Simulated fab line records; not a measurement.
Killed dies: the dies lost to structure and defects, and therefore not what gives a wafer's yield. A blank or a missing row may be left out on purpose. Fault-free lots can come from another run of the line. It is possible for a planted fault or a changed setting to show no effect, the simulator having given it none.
A lot that was struck, set against a sound lot || flow rit cmos || 20 steps out of a route of 202
Sound: the wafers L515.1, L515.3, L515.6. Struck: wafers L527.3, L527.4, L527.6. At the end, the cause is stated.
Order at every step that has rows: each side's tool, ch and its chambers, its first start. Under that, the readings that differ: sound wafers || struck wafers || difference of the means || sigmas: that difference in standard deviations of wafers without a fault.
alike: readings whose means differ by less than 2 such deviations, and words and numbers that are the same on both sides. not compared: withheld readings, readings that some wafer has no value for, bounds like >300 that may hide the same value, and numbers for which the record gives no deviation and whose values overlap.
A row with sigmas, a row that says differs or no value, or rows on one side alone: a step with any of these is where the two part. Numbers that don't overlap but have no deviation are shown without sigmas and don't part them. A reading that every wafer of one side lacks parts them only if that side has two wafers or more.

first, 2 steps without rows for these wafers: RIT_NWELL_HARDBAKE_07 (time 120 s); RIT_NWELL_IMPLANT_08.
RIT_NWELL_STRIP_09: strips in O2, time 180 s.
  sound on plasma asher-04 ch 1, day 2 13:23; struck on plasma asher-02 ch 0,1, day 5 02:37
  alike: drypump motor current A
  not compared: rf hours counter h
RIT_NWELL_TW_MEAS_10:
  struck on film metro-01, day 5 02:45; sound on film metro-04, day 2 13:34
  alike: NWELL_TW
then, 6 steps without rows for these wafers: RIT_PWELL_HMDS_00 (prime time 60 s); RIT_PWELL_COAT_01 (resist thk 1300 nm); RIT_PWELL_SOFTBAKE_02 (time 60 s); RIT_PWELL_EXPOSE_03 (exposes mask M3, target cd 43700 nm); RIT_PWELL_PEB_04; RIT_PWELL_DEVELOP_05 (develop time 68 s).
RIT_PWELL_OVL_MEAS_06:
  struck on overlay-01, day 5 03:49; sound on overlay-01, day 2 14:31
  alike: PWELL_OVL
then, 1 step without rows for these wafers: RIT_PWELL_HARDBAKE_07 (time 120 s).
RIT_PWELL_IMPLANT_08:
  sound on implanter-01 ch 0, day 2 14:47; struck on implanter-01 ch 0, day 5 04:08
{"reading": "dose ions cm2", "sound": "7e+13 7.015e+13 7.001e+13", "struck": "6.348e+13 6.37e+13 6.362e+13", "difference": -6.453e+12, "sigmas": -83}
{"reading": "faraday current uA", "sound": "219 225 217", "struck": "203 202 205", "difference": -17, "sigmas": -4}
  alike: tilt deg
RIT_PWELL_STRIP_09: strips in O2, time 180 s.
  sound on plasma asher-04 ch 0,1, day 2 14:56; struck on plasma asher-02 ch 0,1, day 5 04:17
  alike: drypump motor current A
  not compared: rf hours counter h
RIT_PWELL_TW_MEAS_10:
  struck on film metro-02, day 5 04:26; sound on film metro-04, day 2 15:07
{"reading": "PWELL_TW", "sound": "940 941 943", "struck": "917 916 916", "difference": -25, "sigmas": -5}
then, 1 step without rows for these wafers: RIT_WELLDRIVE_ANNEAL_00 (time 14700 s).
RIT_WELLDRIVE_RS_MEAS_01: measures by four-point-probe.
  struck on film metro-02, day 5 10:17; sound on film metro-01, day 2 21:13
  alike: NWELL_RS
RIT_WELLDRIVE_RS_MEAS_02: measures by four-point-probe.
  struck on film metro-02, day 5 10:24; sound on film metro-01, day 2 21:20
{"reading": "PWELL_RS (ohm/sq)", "sound": "428.3 427.9 428.5", "struck": "457.8 459.5 456.5", "difference": "+29.7", "sigmas": "+20"}
then, 1 step without rows for these wafers: RIT_NRETRO_HMDS_00 (prime time 60 s).
RIT_M1_PROBE_99:
  struck on prober-01, day 6 18:32; sound on prober-02, day 4 06:42
{"reading": "model.etest.pwell pinched.rs ohm sq", "sound": "446.8 454.1 452.1", "struck": "493.5 483.5 480.9", "difference": "+35.0", "sigmas": ""}
{"reading": "model.etest.pwell.rs ohm sq", "sound": "413.1 408.6 413.9", "struck": "452.7 445.8 443.3", "difference": "+35.4", "sigmas": ""}
{"reading": "model.etest.nmos_0p15.drive ua um", "sound": "474.2 478.2 467.7", "struck": "492 488.5 488", "difference": "+16", "sigmas": ""}
{"reading": "model.etest.well edge right.line ohm um", "sound": "184.6 184.9 182", "struck": "175.9 177.5 177.4", "difference": -6.9, "sigmas": ""}
{"reading": "model.etest.well edge left.line ohm um", "sound": "184.6 183.9 185.9", "struck": "176.8 175.7 178.4", "difference": -7.8, "sigmas": ""}
  alike: killed at contacts, killed at front end, killed dies, killed open, killed short
  not compared: model.etest.nmos_0p3.r on ohm um, model.etest.nmos narrow.drive ua um, model.etest.nmos_0p3.drive ua um

WHERE THEY PART
First at RIT_PWELL_IMPLANT_08; last, within this record, at RIT_WELLDRIVE_RS_MEAS_02. Later steps at which nothing parts them and some readings are alike: RIT_M1_PROBE_99.

WHY: the cause the simulator had injected
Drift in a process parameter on implanter-01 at RIT_PWELL_IMPLANT_08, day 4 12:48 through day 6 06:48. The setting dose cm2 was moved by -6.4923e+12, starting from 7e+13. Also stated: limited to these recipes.
